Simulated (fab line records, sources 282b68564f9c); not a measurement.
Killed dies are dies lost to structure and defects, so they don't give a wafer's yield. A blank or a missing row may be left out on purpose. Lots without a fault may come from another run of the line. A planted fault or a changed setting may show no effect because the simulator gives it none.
Problem report in the 8D (eight disciplines) form, filled by code | flow rit_cmos | the parts of the form that need people (team, actions taken, sign-off) are left out

1. THE PROBLEM
run_length_s at RIT_M1_METAL_ETCH_12 reads a mean of 214.88 s on 2 wafers of 2 lots; wafers without a fault read 193.45 s with a standard deviation of 0.27. That is +79 standard deviations from the usual mean.
The step: etches Al in Cl2/BCl3, stops on SiO2, time 165 s, target depth 600 nm.
First seen on wafer L540.3, day 6 03:56, on rie_metal-01. The record holds 42 wafers of 14 lots with a number at this step. Rule for "out", or "out of limits": more than 4 standard deviations from the usual mean. The other wafers with a number count as sound.

2. WHAT IT IS AND WHAT IT IS NOT
question                    | is                           | is not
which readings at this step | run_length_s, oes_product_au | drypump_motor_current_A, rf_fwd_power_W, throttle_valve_pct
which lots                  | L540, L543                   | L526, L528, L530, L531, L534, L536, L537, L541, L542, L546, L547, L549
which wafers of those lots  | L540.3, L543.5               | L540.4, L540.5, L543.1, L543.3
read on which tools         | rie_metal-01                 | rie_metal-02, rie_metal-03
when                        | from day 6 03:56             | up to then (23 sound wafers); but 17 sound wafers of L541, L542, L543, L546, L547, L549 came after

3. SUSPECTS, AND WHAT RULES EACH OUT
Counting: a tool at a process step up to the reading stays a suspect if it ran every lot that is out. Sound lots after the first of them don't rule it out here, since some wafers of a struck lot are sound.
- rie_metal-01 at RIT_M1_METAL_ETCH_12 (etches Al in Cl2/BCl3, stops on SiO2, time 165 s, target depth 600 nm): kept. It ran every lot that is out, first L540 (day 6 03:56); its last sound lot up to then is L537 (day 5 14:36). Its own readings are out on those wafers: oes_product_au, run_length_s.
- Within rie_metal-01 at RIT_M1_METAL_ETCH_12: the wafers that are out ran in chamber 0; their sound lot-mates ran in chamber 1.
Left after counting: rie_metal-01 at RIT_M1_METAL_ETCH_12.

4. THE CAUSE (what the simulator had put in)
Process parameter drift: rie_metal-01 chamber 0, from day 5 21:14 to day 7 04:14, at RIT_M1_METAL_ETCH_12. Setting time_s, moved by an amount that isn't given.
Counting left only this tool.

5. THE CHAIN OF EFFECTS, in route order
Each row: a reading whose mean over the struck wafers that have a number lies more than 3 standard deviations from the usual. Only readings for which the record gives a usual standard deviation are gone through. hours: the time from each lot's start at the first step in this table that gives one to its start at this step, as a median over the lots. sigmas: the change in usual standard deviations.
hours | step                 | reading        | usual      | on struck wafers | change | sigmas
0     | RIT_M1_METAL_ETCH_12 | oes_product_au | 0.776 a.u. | 0.710            | -0.066 | -5.1
0     | RIT_M1_METAL_ETCH_12 | run_length_s   | 193.45 s   | 214.88           | +21.44 | +79
The process steps in it:
- RIT_M1_METAL_ETCH_12: etches Al in Cl2/BCl3, stops on SiO2, time 165 s, target depth 600 nm.

6. WHAT WOULD HAVE CAUGHT IT SOONER
In this record the first reading out of limits was taken at day 6 03:56, 7 hours after the fault began at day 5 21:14.
